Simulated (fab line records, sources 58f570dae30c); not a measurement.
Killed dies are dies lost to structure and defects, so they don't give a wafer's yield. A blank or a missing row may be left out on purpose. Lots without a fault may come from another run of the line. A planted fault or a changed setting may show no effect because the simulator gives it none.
Which tool did it? | flow berkeley_cmos170 | 11 lots, 33 wafers sampled, at 5 steps of a route of 331

WHAT THE GAUGES READ, wafer by wafer
UCB170_PVT_OVL_MEAS_06. Usual: PVT_OVL -1 nm, standard deviation 4.5.
lot  | measured    | on         | PVT_OVL (nm) | flag
L907 | day 6 06:05 | overlay-01 | -5 6 -3      |
L906 | day 6 06:29 | overlay-01 | 0 4 -2       |
L910 | day 6 17:07 | overlay-01 | 2 -6 -4      |
L913 | day 7 03:19 | overlay-02 | 5 4 0        |
L911 | day 7 03:32 | overlay-01 | 2 -5 0       |
L912 | day 7 03:34 | overlay-02 | -4 1 0       |
L914 | day 7 20:24 | overlay-02 | 1 1 3        |
L915 | day 8 05:11 | overlay-01 | -7 -3 1      |
L925 | day 9 15:32 | overlay-01 | -5 -2 -5     |
L928 | day 9 21:41 | overlay-02 | -4 -2 -8     |
L927 | day 9 21:58 | overlay-02 | -5 3 -1      |

UCB170_NLDD_OVL_MEAS_07. Usual: NLDD_OVL -1 nm, standard deviation 6.6.
lot  | measured     | on         | NLDD_OVL (nm) | flag
L907 | day 6 22:19  | overlay-01 | 2 -5 -3       |
L906 | day 6 22:02  | overlay-01 | 7 9 14        |
L910 | day 7 08:11  | overlay-01 | -10 -7 -12    |
L913 | day 7 20:54  | overlay-02 | -4 -4 1       |
L911 | day 7 21:37  | overlay-02 | 318 316 319   | OFF
L912 | day 7 21:30  | overlay-01 | 321 328 319   | OFF
L914 | day 8 11:03  | overlay-01 | 311 320 309   | OFF
L915 | day 8 20:35  | overlay-01 | 316 314 313   | OFF
L925 | day 10 06:53 | overlay-01 | 9 4 3         |
L928 | day 10 13:06 | overlay-02 | 8 15 8        |
L927 | day 10 13:35 | overlay-02 | 3 0 2         |

WHICH TOOL RAN EACH LOT (tool, then ch and the chambers of the sampled wafers, then the start)
lot  | UCB170_GATE_ETCH_15              | UCB170_GATE_STRIP_16                 | UCB170_NLDD_EXPOSE_03
L907 | rie_si-01 ch 1,2,3, day 6 18:20  | plasma_asher-04 ch 0,1, day 6 18:23  | krf_scanner-02 ch 0, day 6 21:46
L906 | rie_si-02 ch 0,2,3, day 6 18:04  | plasma_asher-01 ch 0,1, day 6 18:07  | krf_scanner-01 ch 0, day 6 21:11
L910 | rie_si-01 ch 2,3, day 7 04:14    | plasma_asher-01 ch 0,1, day 7 04:17  | krf_scanner-02 ch 0, day 7 07:26
L913 | rie_si-01 ch 1,3, day 7 14:26    | plasma_asher-04 ch 0,1, day 7 14:31  | krf_scanner-01 ch 0, day 7 19:47
L911 | rie_si-02 ch 1,3, day 7 14:43    | plasma_asher-01 ch 0,1, day 7 14:45  | krf_scanner-02 ch 0, day 7 20:52
L912 | rie_si-01 ch 0,1, day 7 14:56    | plasma_asher-02 ch 1, day 7 14:59    | krf_scanner-02 ch 0, day 7 20:21
L914 | rie_si-02 ch 0,1,2, day 8 07:43  | plasma_asher-01 ch 0, day 8 07:46    | krf_scanner-02 ch 0, day 8 10:30
L915 | rie_si-01 ch 0,1, day 8 16:12    | plasma_asher-01 ch 0,1, day 8 16:15  | krf_scanner-02 ch 0, day 8 19:05
L925 | rie_si-01 ch 0,1,2, day 10 01:37 | plasma_asher-04 ch 0,1, day 10 01:40 | krf_scanner-01 ch 0, day 10 05:42
L928 | rie_si-01 ch 1,2,3, day 10 09:34 | plasma_asher-01 ch 0,1, day 10 09:37 | krf_scanner-01 ch 0, day 10 12:34
L927 | rie_si-01 ch 0,1,2, day 10 09:58 | plasma_asher-01 ch 0,1, day 10 10:01 | krf_scanner-01 ch 0, day 10 13:04
- UCB170_GATE_ETCH_15: etches poly-Si in HBr/Cl2, stops on SiO2, time 56.3 s, target depth 278.2 nm.
- UCB170_GATE_STRIP_16: strips in O2.
- UCB170_NLDD_EXPOSE_03: exposes mask NSELECT, target cd 1200 nm.

WHAT THE TOOLS THEMSELVES READ (means of the sampled wafers that have a number; where no wafer has one, the mark that the record gives instead)
UCB170_GATE_ETCH_15. Usual: drypump_motor_current_A 5.9 A, standard deviation 0.38; oes_product_au 0.820 a.u., standard deviation 0.012; throttle_valve_pct 26.43 %, standard deviation 0.18.
lot  | tool      | drypump_motor_current_A (A) | oes_product_au (a.u.) | throttle_valve_pct (%) | flag
L907 | rie_si-01 | 6.0                         | 0.826                 | 26.61                  |
L906 | rie_si-02 | 6.0                         | 0.822                 | 26.41                  |
L910 | rie_si-01 | 6.2                         | 0.828                 | 26.63                  |
L913 | rie_si-01 | 5.8                         | 0.829                 | 26.61                  |
L911 | rie_si-02 | 5.5                         | 0.813                 | 26.41                  |
L912 | rie_si-01 | 5.8                         | 0.804                 | 26.39                  |
L914 | rie_si-02 | 5.7                         | 0.815                 | 26.34                  |
L915 | rie_si-01 | 5.8                         | 0.806                 | 26.22                  |
L925 | rie_si-01 | 6.0                         | 0.821                 | 26.41                  |
L928 | rie_si-01 | 6.0                         | 0.827                 | 26.61                  |
L927 | rie_si-01 | 6.0                         | 0.821                 | 26.41                  |

UCB170_GATE_STRIP_16. Usual: drypump_motor_current_A 6.1 A, standard deviation 0.59; oes_product_au 0.725 a.u., standard deviation 0.0045.
lot  | tool            | drypump_motor_current_A (A) | oes_product_au (a.u.) | flag
L907 | plasma_asher-04 | 5.7                         | 0.723                 |
L906 | plasma_asher-01 | 6.2                         | 0.723                 |
L910 | plasma_asher-01 | 6.2                         | 0.725                 |
L913 | plasma_asher-04 | 6.1                         | 0.727                 |
L911 | plasma_asher-01 | 6.3                         | 0.727                 |
L912 | plasma_asher-02 | 5.2                         | 0.722                 |
L914 | plasma_asher-01 | 6.0                         | 0.724                 |
L915 | plasma_asher-01 | 6.3                         | 0.726                 |
L925 | plasma_asher-04 | 6.1                         | 0.722                 |
L928 | plasma_asher-01 | 6.2                         | 0.722                 |
L927 | plasma_asher-01 | 6.4                         | 0.721                 |

UCB170_NLDD_EXPOSE_03. Usual: reticle_temp_C 22.98 C, standard deviation 0.11.
lot  | tool           | reticle_temp_C (C) | flag
L907 | krf_scanner-02 | 23.05              |
L906 | krf_scanner-01 | 22.84              |
L910 | krf_scanner-02 | 23.06              |
L913 | krf_scanner-01 | 22.89              |
L911 | krf_scanner-02 | 23.03              |
L912 | krf_scanner-02 | 22.91              |
L914 | krf_scanner-02 | 22.98              |
L915 | krf_scanner-02 | 23.07              |
L925 | krf_scanner-01 | 22.86              |
L928 | krf_scanner-01 | 22.86              |
L927 | krf_scanner-01 | 22.96              |

THE ANSWER, worked out from the rows above alone
Rule: a lot is off if the mean of its wafers that have a number lies more than 3 standard deviations from the usual mean. A lot without any number at a reading at which 4 lots or more have one is off too. The other lots that the step has rows for count as sound. The gauges are gone through in route order, then the tools' own readings, and for those a lot's mean is taken as printed above. The first step at which some lot is off is used, and at that step the reading that is off furthest; a lot without a number counts as furthest.
Off: L911, L912, L914, L915, at UCB170_NLDD_OVL_MEAS_07 (NLDD_OVL).
A tool fits if, at a process step before that reading, it ran every lot that is off, and no sound lot after the first of them. The gauges at UCB170_NLDD_OVL_MEAS_07 are tried like those tools. One fits: krf_scanner-02 at UCB170_NLDD_EXPOSE_03. Its last sound lot is L910 (day 7 07:26), its first lot that is off L912 (day 7 20:21): a fault that began between those two fits.

WHAT THE SIMULATOR HAD PUT IN
Scanner matching overlay: krf_scanner-02, from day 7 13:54 on, at UCB170_NLDD_EXPOSE_03. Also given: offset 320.
Lots struck among those shown: L911, L912, L914, L915. The rule above found the same.
